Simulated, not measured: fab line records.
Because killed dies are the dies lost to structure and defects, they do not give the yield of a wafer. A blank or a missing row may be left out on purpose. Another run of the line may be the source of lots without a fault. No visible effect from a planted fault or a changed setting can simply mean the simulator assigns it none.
A struck lot beside a sound one | flow rit-cmos | 16 steps out of a route of 202
Sound: wafers L637.4, L637.5, L637.6. The struck wafers were L651.1, L651.2, L651.3. The cause is named last.
Order at every step that has rows: each side's tool, ch and its chambers, its first start. Under that, the readings that differ: sound wafers | struck wafers | difference of the means | sigmas: that difference in standard deviations of wafers without a fault.
alike: a reading whose means differ by less than 2 such deviations, as well as words and numbers matching on both sides. not compared: withheld readings; readings where some wafer has no value; bounds like >300 that might hide an equal value; numbers whose values overlap and for which the record gives no deviation.
Wherever a step has rows on one side only, a row that says differs or no value, or a row with sigmas, the two part there. Numbers that have no deviation but don't overlap get no sigmas and don't part them. Lack of a reading on every wafer of one side parts them only where that side has two or more wafers.

first, 4 steps without rows for these wafers: RIT_PLDD_SOFTBAKE_02 (time 60 s); RIT_PLDD_EXPOSE_03 (exposes mask M8, target cd 40900 nm); RIT_PLDD_PEB_04; RIT_PLDD_DEVELOP_05 (develop time 50 s).
RIT_PLDD_OVL_MEAS_06:
  sound on overlay-01 at day 3 18:36; struck on overlay-02 at day 6 09:02
  alike: PLDD_OVL
then, 2 steps without rows for these wafers: RIT_PLDD_HARDBAKE_07 (time 60 s); RIT_PLDD_IMPLANT_08.
RIT_PLDD_STRIP_09: strips in O2, time 180 s.
  sound on plasma-asher-02 ch 0,1, day 3 18:59; struck on plasma-asher-03 ch 0,1, day 6 09:22
  alike: drypump-motor-current-A
  not compared: rf-hours-counter-h
RIT_PLDD_TW_MEAS_10:
  sound on film-metro-04 at day 3 19:07; struck on film-metro-03 at day 6 09:32
  alike: PLDD_TW
then, 3 steps without rows for these wafers: RIT_SPACER_CLEAN_00 (cleans in SC1, time 600 s); RIT_SPACER_CLEAN_01 (cleans in dHF, time 30 s); RIT_SPACER_CLEAN_02 (cleans in SC2, time 600 s).
RIT_SPACER_CVD_03: deposits Si3N4 from SiH2Cl2/NH3, target thk 250 nm, time 3300 s.
  sound on lpcvd-01 ch 0, day 3 19:31; struck on lpcvd-01 ch 1, day 6 13:32
  alike: pressure-mtorr, susceptor-temp-C
RIT_SPACER_THK_MEAS_04:
  sound on film-metro-01 at day 3 21:28; struck on film-metro-02 at day 6 15:27
  reading                 | sound             | struck            | difference | sigmas
  SPACER_NITRIDE_THK (nm) | 251.9 251.0 251.7 | 502.1 504.0 505.1 | +252.2     | +93
RIT_SPACER_ETCHBACK_05: etches Si3N4 in SF6/CHF3, stops on SiO2, target depth 250 nm, time 240 s.
  sound on rie-diel-02 ch 0,1,2, day 3 21:30; struck on rie-diel-01 ch 1,2,3, day 6 15:31
  reading                                  | sound             | struck            | difference | sigmas
  drypump-motor-current-A (A)              | 6.0 5.3 5.1       | 6.2 6.7 6.2       | +0.9       | +2
  oes-product-au (a.u.)                    | 0.829 0.859 0.841 | 1.010 1.004 0.985 | +0.157     | +12
  model.Si3N4_of_SPACER_CVD_03.thk-nm (nm) | 195.5 194.6 195.4 | 394.9 393.8 398.3 | +200.5     |
  model.etch.depth-nm (nm)                 | 252 250.8 251.8   | 308.6 315.2 305.4 | +58.2      |
  alike: CHF3_flow_sccm, throttle-valve-pct
  not compared: rf-hours-counter-h
RIT_M1_PROBE_99:
  record: rows for the struck wafers here (prober-01, day 7 02:53), none for the sound ones

WHERE THEY PART
Earliest at RIT_SPACER_THK_MEAS_04; latest, in this record, at RIT_M1_PROBE_99.

WHY: the cause the simulator had injected
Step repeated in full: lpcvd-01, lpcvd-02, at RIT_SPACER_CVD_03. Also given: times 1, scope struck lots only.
